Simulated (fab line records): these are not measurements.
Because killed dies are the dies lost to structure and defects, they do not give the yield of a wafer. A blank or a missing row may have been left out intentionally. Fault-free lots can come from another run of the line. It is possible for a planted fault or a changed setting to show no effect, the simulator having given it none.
Code-filled problem report in 8D (eight disciplines) form :: flow rit-cmos :: the parts of the form that need people (team, actions taken, sign-off) are left out

== 1. WHAT WENT WRONG ==
sort_bin_5_function at RIT_M1_PROBE_99 reads a mean of 98.7 % on 9 wafers of 3 lots; wafers without a fault read 1.5 % with a standard deviation of 0.87. So: +99 or more standard deviations from the usual mean.
Earliest sighting: wafer L373.1 on prober-02 at day 6 01:10. Wafers with a number at this step in the record: 45, from 15 lots. By rule, "out" or "out of limits" means more than 4 standard deviations away from the usual mean. Any other wafer with a number is counted as sound.

== 2. WHAT IT IS, WHAT IT ISN'T ==
question: which readings at this step
is: sort_bin_5_function, defect-limited-yield, killed-dies, killed-on-rim, sort-n-pass, sort-yield-pct
is not: killed-at-contacts, killed-at-front-end, killed-open

question: which lots
is: L373, L374, L377
is not: L361, L362, L363, L364, L366, L367, L368, L369, L372, L381, L382, L384

question: which wafers of those lots
is: all that have a number
is not: -

question: read on which tools
is: prober-01, prober-02
is not: -

question: when
is: from day 6 01:10
is not: up to then (27 sound wafers); but 9 sound wafers of L381, L382, L384 came after

== 3. THE SUSPECTS, EACH WITH WHAT RULES IT OUT ==
Counting: a tool at a process step up to the reading stays a suspect if it ran every lot that is out and no sound lot after the first of them.
- rtp-anneal-01 at RIT_SILICIDE_RTA_06 (time 10 s, ramp up 5 s, ramp down 10 s): ruled out as a lasting fault. After its first lot that is out, L373 (day 5 18:37), sound lots L381, L382 ran on it.
- litho-track-03 at RIT_M1_DEVELOP_08 (develop time 68 s): kept. Every lot that is out went through it, starting with L373 (day 5 22:00), and after that it ran no sound lot; the last sound lot it ran before then is L369 (day 5 04:00).
Left after counting: litho-track-03 at RIT_M1_DEVELOP_08.

== 4. THE CAUSE (what the simulator had put in) ==
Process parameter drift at RIT_M1_DEVELOP_08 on litho-track-03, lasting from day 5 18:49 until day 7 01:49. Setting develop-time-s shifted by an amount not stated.
This tool alone remained once counting was done.

== 5. THE CHAIN OF EFFECTS, in route order ==
One row per reading whose mean, taken over the struck wafers that have a number, lies over 3 standard deviations from the usual. Scope: only readings with a usual standard deviation given in the record; hours: median across lots of the time from each lot's start at the first step in this table that gives one to its start at this step; sigmas: change in usual standard deviations.
hours: 0
step: RIT_M1_PROBE_99
reading: defect-limited-yield
usual: 97.4 %
on struck wafers: 0.0
change: -97.4
sigmas: -81

hours: 0
step: RIT_M1_PROBE_99
reading: killed-dies
usual: 7
on struck wafers: 264
change: +257
sigmas: +83

hours: 0
step: RIT_M1_PROBE_99
reading: killed-on-rim
usual: 1.8
on struck wafers: 70.0
change: +68.2
sigmas: +49

hours: 0
step: RIT_M1_PROBE_99
reading: sort_bin_5_function
usual: 1.5 %
on struck wafers: 98.7
change: +97.2
sigmas: +99 or more

hours: 0
step: RIT_M1_PROBE_99
reading: sort-n-pass
usual: 257
on struck wafers: 0
change: -257
sigmas: -83

hours: 0
step: RIT_M1_PROBE_99
reading: sort-yield-pct
usual: 97.4 %
on struck wafers: 0.0
change: -97.4
sigmas: -81
Its process steps:
- RIT_M1_PROBE_99
Readings that are blank on the struck wafers while sound wafers have them: cd-nm at RIT_M1_CD_MEAS_09; M1_OVL at RIT_M1_OVL_MEAS_10.

== 6. HOW IT WOULD HAVE BEEN CAUGHT EARLIER ==
The fault began at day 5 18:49; the first out-of-limits reading in this record came at day 6 01:10, 6 hours later.
Between RIT_M1_DEVELOP_08 and RIT_M1_PROBE_99, RIT_M1_CD_MEAS_09 gave no cd-nm and RIT_M1_OVL_MEAS_10 gave no M1_OVL on the struck wafers, where sound wafers have one: a measuring or inspecting step that comes back empty is itself a sign.
Tool readings at RIT_M1_DEVELOP_08 with a usual standard deviation given in the record: none out on any struck wafer, hence no alarm at a limit of 4 standard deviations on them.
Among the 3 lots that are out, L374, L377 began RIT_M1_DEVELOP_08 on litho-track-03 after day 6 01:10. A hold on the tool at that time would have spared those 2.
